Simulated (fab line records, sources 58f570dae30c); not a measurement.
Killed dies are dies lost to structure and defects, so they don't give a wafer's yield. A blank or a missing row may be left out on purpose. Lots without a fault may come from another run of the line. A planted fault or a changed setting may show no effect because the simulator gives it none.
Split-lot experiment | flow berkeley_cmos170 | 5 lots, 27 wafers read, on a route of 331 steps

THE SPLIT
At UCB170_GATE_OXIDATION_01 (target thk 6.6 nm, ox time 1800 s), the setting ox_time_s was moved away from the recipe's 1800 s on 18 of the 27 wafers read, by +31.0% to +48.4%. The other wafers ran this setting at the recipe's value.

The file shows no step between the split and the reading.

THE READING
GATE_OXIDE_THK, in nm, at UCB170_GATE_THK_MEAS_02. Fault-free wafers of this fab line usually give 6.65 nm, standard deviation 0.081 nm.

wafer  | tool, chamber at the split | ox_time_s as run, s | against the recipe | GATE_OXIDE_THK, nm | against lot-mates on the recipe
L075.1 | -, -                       | 2358                | +31.0%             | 8.14               | no lot-mate on the recipe
L075.2 | -, -                       | 2358                | +31.0%             | 8.06               | no lot-mate on the recipe
L075.3 | -, -                       | 2358                | +31.0%             | 8.03               | no lot-mate on the recipe
L075.4 | -, -                       | 2358                | +31.0%             | 8.08               | no lot-mate on the recipe
L075.5 | -, -                       | 2358                | +31.0%             | 8.01               | no lot-mate on the recipe
L075.6 | -, -                       | 2358                | +31.0%             | 7.98               | no lot-mate on the recipe
L079.1 | -, -                       | 2637                | +46.5%             | 8.88               | no lot-mate on the recipe
L079.2 | -, -                       | 2637                | +46.5%             | 8.83               | no lot-mate on the recipe
L079.3 | -, -                       | 2637                | +46.5%             | 8.85               | no lot-mate on the recipe
L079.4 | -, -                       | 2637                | +46.5%             | 9.02               | no lot-mate on the recipe
L079.5 | -, -                       | 2637                | +46.5%             | 8.96               | no lot-mate on the recipe
L079.6 | -, -                       | 2637                | +46.5%             | 8.77               | no lot-mate on the recipe
L078.1 | -, -                       | 1800                | recipe             | 6.66               | -
L078.2 | -, -                       | 1800                | recipe             | 6.66               | -
L078.3 | -, -                       | 1800                | recipe             | 6.61               | -
L078.4 | -, -                       | 1800                | recipe             | 6.54               | -
L078.5 | -, -                       | 1800                | recipe             | 6.73               | -
L078.6 | -, -                       | 1800                | recipe             | 6.57               | -
L081.1 | furnace-02, 0              | 1800                | recipe             | 6.68               | -
L081.4 | furnace-02, 0              | 1800                | recipe             | 6.61               | -
L081.5 | furnace-02, 0              | 1800                | recipe             | 6.83               | -
L083.1 | -, -                       | 2671                | +48.4%             | 8.84               | no lot-mate on the recipe
L083.2 | -, -                       | 2671                | +48.4%             | 8.67               | no lot-mate on the recipe
L083.3 | -, -                       | 2671                | +48.4%             | 8.81               | no lot-mate on the recipe
L083.4 | -, -                       | 2671                | +48.4%             | 8.77               | no lot-mate on the recipe
L083.5 | -, -                       | 2671                | +48.4%             | 8.76               | no lot-mate on the recipe
L083.6 | -, -                       | 2671                | +48.4%             | 8.79               | no lot-mate on the recipe

THE FIT
A straight line over all 27 wafers: GATE_OXIDE_THK changes by +0.0457 nm for each +1% of ox_time_s; r = +0.99; the points scatter about the line by 0.1 nm.
Too few moved wafers have a lot-mate on the recipe to fit a line with each lot's own level taken away.

THE WHOLE CHAIN: every reading that the file lists as answering this split, in the file's order
step                     | what it does                      | reading                                                                           | change (the file's fit)                | r (the file's)
UCB170_GATE_OXIDATION_01 | target thk 6.6 nm, ox time 1800 s | SiO2_of_GATE_OXIDATION_01.thk_nm (the simulator's own value, which no gauge read) | +0.0459 nm for each +1% of the setting | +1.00
UCB170_GATE_THK_MEAS_02  |                                   | GATE_OXIDE_THK                                                                    | +0.0457 for each +1% of the setting    | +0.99

THE FILE'S OWN FIT
GATE_OXIDE_THK changes by +0.0457 nm for each +1% of ox_time_s, r = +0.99.
